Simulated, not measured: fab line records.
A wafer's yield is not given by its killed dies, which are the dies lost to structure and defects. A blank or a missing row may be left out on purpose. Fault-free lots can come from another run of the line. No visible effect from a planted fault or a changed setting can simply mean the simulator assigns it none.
fab line records || flow ritCmos
record {"lots": 13, "wafers": 39, "lastDay": 7}
route steps=202 shown PRETRO@73
lots that met no fault: taken from a fault-free run of the same line
startH: the number of hours between the record's first day and the start of the first shown wafer of the lot || waitH: hours elapsed since this lot's preceding step || " the same as in the row above || L1.1+2: several wafers, shown together as one row || - no value, or no start given || * or withheld: withheld || < > ~ a bound
route shown NAME@n: names a module that has steps shown in the file, with the first one's number in the route || usual: mean/standard deviation taken from wafers without a fault || same: alike in all rows || chamber/n: place in a boat || sites: per-site readings || _std_site: their standard deviation || _edge_site: the outer-site mean with the inner-site mean subtracted || radiusMm: for every site, how far away it sits from the centre of the wafer || mask NAME#n: copy n || behind: the last tool/chamber to shape the wafer || hold: the reason the lot was held/the length of the hold in hours/how it ended || device: which transistor (n, p or np) failed to switch || end of line: the route-end tests of the same wafers || a step with no rows: only its recipe || killed: count of dies lost to structure and defects at first sort (not the wafer's yield) || map: a wafer's dies, marking killed ones x, the rest . and places with no die _
set.NAME: the setting that was run; set.NAME@STEP: the one run at that earlier step || model.NAME: the simulator's own value behind a step, which no gauge read
route steps across a sampled set of lots; one table per step, one row per wafer
services: from which hour (startH, from the record's first day; less than 0 if before it) a tool's chamber was out of use, for how many hours, and why
## steps
# step RIT_PRETRO_STRIP_09
# recipe {"chemistry": "O2", "timeS": 180, "resist": "NOVOLAK", "platenTempC": "withheld", "powerW": 500, "pressureMtorr": 4000, "o2FlowSccm": 4000}
# usual {"drypumpMotorCurrentA": "6.1/0.54", "o2FlowSccm": "3998/11", "runLengthS": "208.3/0.38"}
{"lot.wafer": "L792.1", "tool": "plasmaAsher-02", "chamber": 1, "startH": 31.61, "waitH": 0.1, "drypumpMotorCurrentA": 6.6, "o2FlowSccm": 4005, "rfHoursCounterH": 23, "runLengthS": 208.3}
{"lot.wafer": "L792.2", "tool": "plasmaAsher-02", "chamber": 0, "startH": 31.61, "waitH": 0.1, "drypumpMotorCurrentA": 6.2, "o2FlowSccm": 3995, "rfHoursCounterH": 23, "runLengthS": 208.7}
{"lot.wafer": "L792.5", "tool": "plasmaAsher-02", "chamber": 1, "startH": 31.61, "waitH": 0.1, "drypumpMotorCurrentA": 6.6, "o2FlowSccm": 4002, "rfHoursCounterH": "-", "runLengthS": 207.9}
{"lot.wafer": "L793.2", "tool": "plasmaAsher-04", "chamber": 1, "startH": 37.19, "waitH": 0.1, "drypumpMotorCurrentA": 5.2, "o2FlowSccm": 4004, "rfHoursCounterH": 41, "runLengthS": 208.2}
{"lot.wafer": "L793.5", "tool": "plasmaAsher-04", "chamber": 1, "startH": 37.19, "waitH": 0.1, "drypumpMotorCurrentA": 5.2, "o2FlowSccm": 3986, "rfHoursCounterH": "-", "runLengthS": 208.1}
{"lot.wafer": "L793.6", "tool": "plasmaAsher-04", "chamber": 0, "startH": 37.19, "waitH": 0.1, "drypumpMotorCurrentA": 6.3, "o2FlowSccm": 3986, "rfHoursCounterH": "-", "runLengthS": 207.7}
{"lot.wafer": "L795.1", "tool": "plasmaAsher-01", "chamber": 0, "startH": 47.48, "waitH": 0.1, "drypumpMotorCurrentA": 6.8, "o2FlowSccm": 3999, "rfHoursCounterH": 42, "runLengthS": 208.6}
{"lot.wafer": "L795.5", "tool": "plasmaAsher-01", "chamber": 0, "startH": 47.48, "waitH": 0.1, "drypumpMotorCurrentA": 6.7, "o2FlowSccm": 4003, "rfHoursCounterH": "-", "runLengthS": 208.1}
{"lot.wafer": "L795.6", "tool": "plasmaAsher-01", "chamber": 1, "startH": 47.48, "waitH": 0.1, "drypumpMotorCurrentA": 5.6, "o2FlowSccm": 4013, "rfHoursCounterH": "-", "runLengthS": 208.7}
{"lot.wafer": "L796.2", "tool": "plasmaAsher-04", "chamber": 0, "startH": 51.56, "waitH": 0.1, "drypumpMotorCurrentA": 6.3, "o2FlowSccm": 4003, "rfHoursCounterH": 43, "runLengthS": 207.6}
{"lot.wafer": "L796.5", "tool": "plasmaAsher-04", "chamber": 0, "startH": 51.56, "waitH": 0.1, "drypumpMotorCurrentA": 6.3, "o2FlowSccm": 3992, "rfHoursCounterH": "-", "runLengthS": 207.7}
{"lot.wafer": "L796.6", "tool": "plasmaAsher-04", "chamber": 1, "startH": 51.56, "waitH": 0.1, "drypumpMotorCurrentA": 5.2, "o2FlowSccm": 4005, "rfHoursCounterH": "-", "runLengthS": 207.9}
{"lot.wafer": "L797.1", "tool": "plasmaAsher-02", "chamber": 0, "startH": 56.54, "waitH": 0.1, "drypumpMotorCurrentA": 6.1, "o2FlowSccm": 4001, "rfHoursCounterH": 25, "runLengthS": 209.0}
{"lot.wafer": "L797.2", "tool": "plasmaAsher-02", "chamber": 1, "startH": 56.54, "waitH": 0.1, "drypumpMotorCurrentA": 6.5, "o2FlowSccm": 3982, "rfHoursCounterH": 25, "runLengthS": 207.9}
{"lot.wafer": "L797.4", "tool": "plasmaAsher-02", "chamber": 1, "startH": 56.54, "waitH": 0.1, "drypumpMotorCurrentA": 6.6, "o2FlowSccm": 3987, "rfHoursCounterH": "-", "runLengthS": 208.4}
{"lot.wafer": "L798.3", "tool": "plasmaAsher-02", "chamber": 1, "startH": 61.62, "waitH": 0.1, "drypumpMotorCurrentA": 6.5, "o2FlowSccm": 3986, "rfHoursCounterH": "-", "runLengthS": 208.1}
{"lot.wafer": "L798.4", "tool": "plasmaAsher-02", "chamber": 0, "startH": 61.62, "waitH": 0.1, "drypumpMotorCurrentA": 6.2, "o2FlowSccm": 3974, "rfHoursCounterH": "-", "runLengthS": 208.5}
{"lot.wafer": "L798.6", "tool": "plasmaAsher-02", "chamber": 0, "startH": 61.62, "waitH": 0.1, "drypumpMotorCurrentA": 6.1, "o2FlowSccm": 4001, "rfHoursCounterH": "-", "runLengthS": 208.9}
{"lot.wafer": "L801.1", "tool": "plasmaAsher-02", "chamber": 1, "startH": 76.77, "waitH": 0.1, "drypumpMotorCurrentA": 6.6, "o2FlowSccm": 4005, "rfHoursCounterH": 27, "runLengthS": 208.0}
{"lot.wafer": "L801.2", "tool": "plasmaAsher-02", "chamber": 0, "startH": 76.77, "waitH": 0.1, "drypumpMotorCurrentA": 6.1, "o2FlowSccm": 4009, "rfHoursCounterH": 27, "runLengthS": 208.5}
{"lot.wafer": "L801.4", "tool": "plasmaAsher-02", "chamber": 1, "startH": 76.77, "waitH": 0.1, "drypumpMotorCurrentA": 6.6, "o2FlowSccm": 4005, "rfHoursCounterH": "-", "runLengthS": 207.9}
{"lot.wafer": "L802.1", "tool": "plasmaAsher-04", "chamber": 0, "startH": 82.56, "waitH": 0.1, "drypumpMotorCurrentA": 6.3, "o2FlowSccm": 3998, "rfHoursCounterH": 47, "runLengthS": 207.9}
{"lot.wafer": "L802.4", "tool": "plasmaAsher-04", "chamber": 0, "startH": 82.56, "waitH": 0.1, "drypumpMotorCurrentA": 6.3, "o2FlowSccm": 4005, "rfHoursCounterH": "-", "runLengthS": 208.3}
{"lot.wafer": "L802.6", "tool": "plasmaAsher-04", "chamber": 1, "startH": 82.56, "waitH": 0.1, "drypumpMotorCurrentA": 5.1, "o2FlowSccm": 3999, "rfHoursCounterH": "-", "runLengthS": 208.5}
{"lot.wafer": "L803.1", "tool": "plasmaAsher-01", "chamber": 0, "startH": 88.01, "waitH": 0.1, "drypumpMotorCurrentA": 6.8, "o2FlowSccm": 4014, "rfHoursCounterH": 45, "runLengthS": 208.3}
{"lot.wafer": "L803.4", "tool": "plasmaAsher-01", "chamber": 1, "startH": 88.01, "waitH": 0.1, "drypumpMotorCurrentA": 5.6, "o2FlowSccm": 4002, "rfHoursCounterH": "-", "runLengthS": 208.8}
{"lot.wafer": "L803.6", "tool": "plasmaAsher-01", "chamber": 1, "startH": 88.01, "waitH": 0.1, "drypumpMotorCurrentA": 5.6, "o2FlowSccm": 4008, "rfHoursCounterH": "-", "runLengthS": 208.6}
{"lot.wafer": "L804.1", "tool": "plasmaAsher-01", "chamber": 0, "startH": 92.87, "waitH": 0.1, "drypumpMotorCurrentA": 6.8, "o2FlowSccm": 4008, "rfHoursCounterH": 45, "runLengthS": 208.1}
{"lot.wafer": "L804.2", "tool": "plasmaAsher-01", "chamber": 1, "startH": 92.87, "waitH": 0.1, "drypumpMotorCurrentA": 5.6, "o2FlowSccm": 4000, "rfHoursCounterH": 45, "runLengthS": 208.8}
{"lot.wafer": "L804.4", "tool": "plasmaAsher-01", "chamber": 0, "startH": 92.87, "waitH": 0.1, "drypumpMotorCurrentA": 6.8, "o2FlowSccm": 4019, "rfHoursCounterH": "-", "runLengthS": 208.1}
{"lot.wafer": "L805.2", "tool": "plasmaAsher-04", "chamber": 0, "startH": 98.09, "waitH": 0.1, "drypumpMotorCurrentA": 6.3, "o2FlowSccm": 3988, "rfHoursCounterH": 48, "runLengthS": 27.3}
{"lot.wafer": "L805.3", "tool": "plasmaAsher-04", "chamber": 0, "startH": 98.09, "waitH": 0.1, "drypumpMotorCurrentA": 6.3, "o2FlowSccm": 3999, "rfHoursCounterH": "-", "runLengthS": 27.1}
{"lot.wafer": "L805.5", "tool": "plasmaAsher-04", "chamber": 0, "startH": 98.09, "waitH": 0.1, "drypumpMotorCurrentA": 6.3, "o2FlowSccm": 3989, "rfHoursCounterH": "-", "runLengthS": 27.8}
{"lot.wafer": "L814.2", "tool": "plasmaAsher-02", "chamber": 1, "startH": 141.54, "waitH": 0.1, "drypumpMotorCurrentA": 6.6, "o2FlowSccm": 4015, "rfHoursCounterH": 34, "runLengthS": 208.5}
{"lot.wafer": "L814.3", "tool": "plasmaAsher-02", "chamber": 0, "startH": 141.54, "waitH": 0.1, "drypumpMotorCurrentA": 6.1, "o2FlowSccm": 4006, "rfHoursCounterH": "-", "runLengthS": 208.5}
{"lot.wafer": "L814.4", "tool": "plasmaAsher-02", "chamber": 1, "startH": 141.54, "waitH": 0.1, "drypumpMotorCurrentA": 6.6, "o2FlowSccm": 4010, "rfHoursCounterH": "-", "runLengthS": 208.2}
{"lot.wafer": "L815.1", "tool": "plasmaAsher-02", "chamber": 1, "startH": 147.42, "waitH": 0.1, "drypumpMotorCurrentA": 6.6, "o2FlowSccm": 3998, "rfHoursCounterH": 35, "runLengthS": 208.7}
{"lot.wafer": "L815.5", "tool": "plasmaAsher-02", "chamber": 0, "startH": 147.42, "waitH": 0.1, "drypumpMotorCurrentA": 6.1, "o2FlowSccm": 3993, "rfHoursCounterH": "-", "runLengthS": 208.7}
{"lot.wafer": "L815.6", "tool": "plasmaAsher-02", "chamber": 1, "startH": 147.42, "waitH": 0.1, "drypumpMotorCurrentA": 6.6, "o2FlowSccm": 3999, "rfHoursCounterH": "-", "runLengthS": 208.1}
## services
{"tool": "plasmaAsher-02", "chamber": "-", "startH": 38.91, "hours": 14.6, "kind": "pm"}
{"tool": "plasmaAsher-01", "chamber": "-", "startH": 59.59, "hours": 11.9, "kind": "repair"}
{"tool": "plasmaAsher-04", "chamber": "-", "startH": 101.70, "hours": 3.8, "kind": "repair"}
{"tool": "plasmaAsher-04", "chamber": "-", "startH": 108.75, "hours": 9.0, "kind": "pm"}
{"tool": "plasmaAsher-04", "chamber": 0, "startH": 108.75, "hours": 9.0, "kind": "ventCycle"}
{"tool": "plasmaAsher-04", "chamber": 1, "startH": 108.75, "hours": 9.0, "kind": "ventCycle"}
{"tool": "plasmaAsher-04", "chamber": 0, "startH": 117.75, "hours": "-", "kind": "clean"}
{"tool": "plasmaAsher-04", "chamber": 1, "startH": 117.75, "hours": "-", "kind": "clean"}
## key
firstSign {"step": "RIT_PRETRO_STRIP_09", "reading": "runLengthS", "direction": "down", "sigmas": "99+", "usual": "*", "struck": "*"}
effect none on later readings
metAt RIT_PRETRO_STRIP_09
struckLots L805
laterRowsLeftOut L805.2,L805.3,L805.5
sortLeftOut L805.2,L805.3,L805.5
testerLeftOut L805
onsetBetween 82.56 98.09
fault {"kind": "stripAborted", "tool": "plasmaAsher-04", "chamber": "-", "onsetH": 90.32, "steps": "RIT_PRETRO_STRIP_09", "offset": 0.85, "endH": 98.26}
# testerLeftOut: of these lots the tester's yield and bins aren't shown, on N5 and GAA mostly nor the transistor test; their killed dies are dies lost to structure and defects alone, not to doping, threshold or leakage, so they don't give the yield
# sortLeftOut: the simulated sort isn't trusted on such a fault, so these wafers' sort isn't shown, and their yield isn't known
# laterRowsLeftOut: the simulator's readings of these wafers behind a module that went badly wrong aren't trusted and aren't shown, but for the sort
